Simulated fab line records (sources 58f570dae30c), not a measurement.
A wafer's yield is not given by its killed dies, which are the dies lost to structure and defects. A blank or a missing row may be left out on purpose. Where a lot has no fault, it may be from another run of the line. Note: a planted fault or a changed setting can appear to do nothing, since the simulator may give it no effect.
Struck lot and sound lot, side by side || flow berkeley_cmos170 || 15 steps out of a route of 331
Sound: these wafers, L740.2, L740.3, L740.6. Struck: wafers L752.1, L752.3, L752.6. The cause comes at the end.
Each step with rows lists, per side, the tool, then ch with its chambers, then its first start. Under that, the readings that differ: sound wafers || struck wafers || difference of the means || sigmas: that difference in standard deviations of wafers without a fault.
alike: words and numbers the same on both sides, and readings whose means are apart by under 2 such deviations; not compared: readings that were withheld, readings missing a value for some wafer, numbers with overlapping values and no deviation given by the record, and bounds like >300 which may hide the same value.
The two part at a step that has a row with sigmas, a row that says differs or no value, or rows on one side only. Non-overlapping numbers with no deviation appear without sigmas and do not part them. A reading that every wafer of one side lacks parts them only if that side has two wafers or more.

first, 1 step without rows for these wafers: UCB170_M3_SOFTBAKE_06 (time 60 s).
UCB170_M3_STRIP_07: strips in O2.
  sound on plasma_asher-03 ch 0,1, day 10 02:58; struck on plasma_asher-04 ch 0, day 11 21:31
  alike: drypump_motor_current_A, oes_product_au, strip_time_to_endpoint_s
  not compared: rf_hours_counter_h
then, 7 steps without rows for these wafers: UCB170_M3_STRIP_08 (strips KrF in DMSO, time 600 s); UCB170_M3_COAT_09; UCB170_M3_COAT_10 (resist thk 900 nm); UCB170_M3_SOFTBAKE_11 (time 60 s); UCB170_M3_EXPOSE_12 (exposes mask METAL3, target cd 700 nm); UCB170_M3_PEB_13; UCB170_M3_DEVELOP_14 (develop time 45 s).
UCB170_M3_CD_MEAS_15: target cd 700 nm.
  sound: cd_sem-01 at day 10 05:24; struck: cd_sem-02 at day 11 22:50
{"reading": "cd_nm (nm)", "sound": "699.8 700.5 700.4", "struck": "697.4 697.6 698.2", "difference": -2.5, "sigmas": -2}
UCB170_M3_OVL_MEAS_16:
  sound: overlay-02 at day 10 05:30; struck: overlay-01 at day 11 22:57
  alike: M3_OVL
UCB170_M3_ETCH_17: etches BARC in N2/H2.
  sound on rie_diel-02 ch 2,3, day 10 05:32; struck on rie_diel-03 ch 2,3, day 11 22:59
  alike: drypump_motor_current_A, oes_product_au, rf_fwd_power_W, throttle_valve_pct
UCB170_M3_METAL_ETCH_18: etches Al in Cl2/BCl3, stops on SiO2, target depth 1170 nm, time 195 s.
  sound on rie_metal-04 ch 0,1, day 10 05:34; struck on rie_metal-04 ch 0,1, day 11 23:02
{"reading": "run_length_s (s)", "sound": "223.8 223.5 224.2", "struck": "230.2 230.8 231.0", "difference": "+6.8", "sigmas": "+16"}
{"reading": "model.KrF_of_M3_COAT_10.thk_nm (nm)", "sound": "225.5 216.3 226.2", "struck": "201.5 210.5 214.5", "difference": -13.8, "sigmas": ""}
  alike: drypump_motor_current_A, oes_product_au, rf_fwd_power_W, throttle_valve_pct
  not compared: rf_hours_counter_h
UCB170_M3_STRIP_19: strips in O2.
  sound on plasma_asher-01 ch 1, day 10 05:46; struck on plasma_asher-04 ch 0,1, day 11 23:13
  alike: drypump_motor_current_A, oes_product_au
  not compared: rf_hours_counter_h
UCB170_M3_PROBE_99:
  sound wafers here have rows in the record (prober-01, day 10 06:17); struck ones have none

== WHERE THEY PART ==
Earliest at UCB170_M3_CD_MEAS_15; latest, in this record, at UCB170_M3_PROBE_99.

WHY: what had been put in by the simulator
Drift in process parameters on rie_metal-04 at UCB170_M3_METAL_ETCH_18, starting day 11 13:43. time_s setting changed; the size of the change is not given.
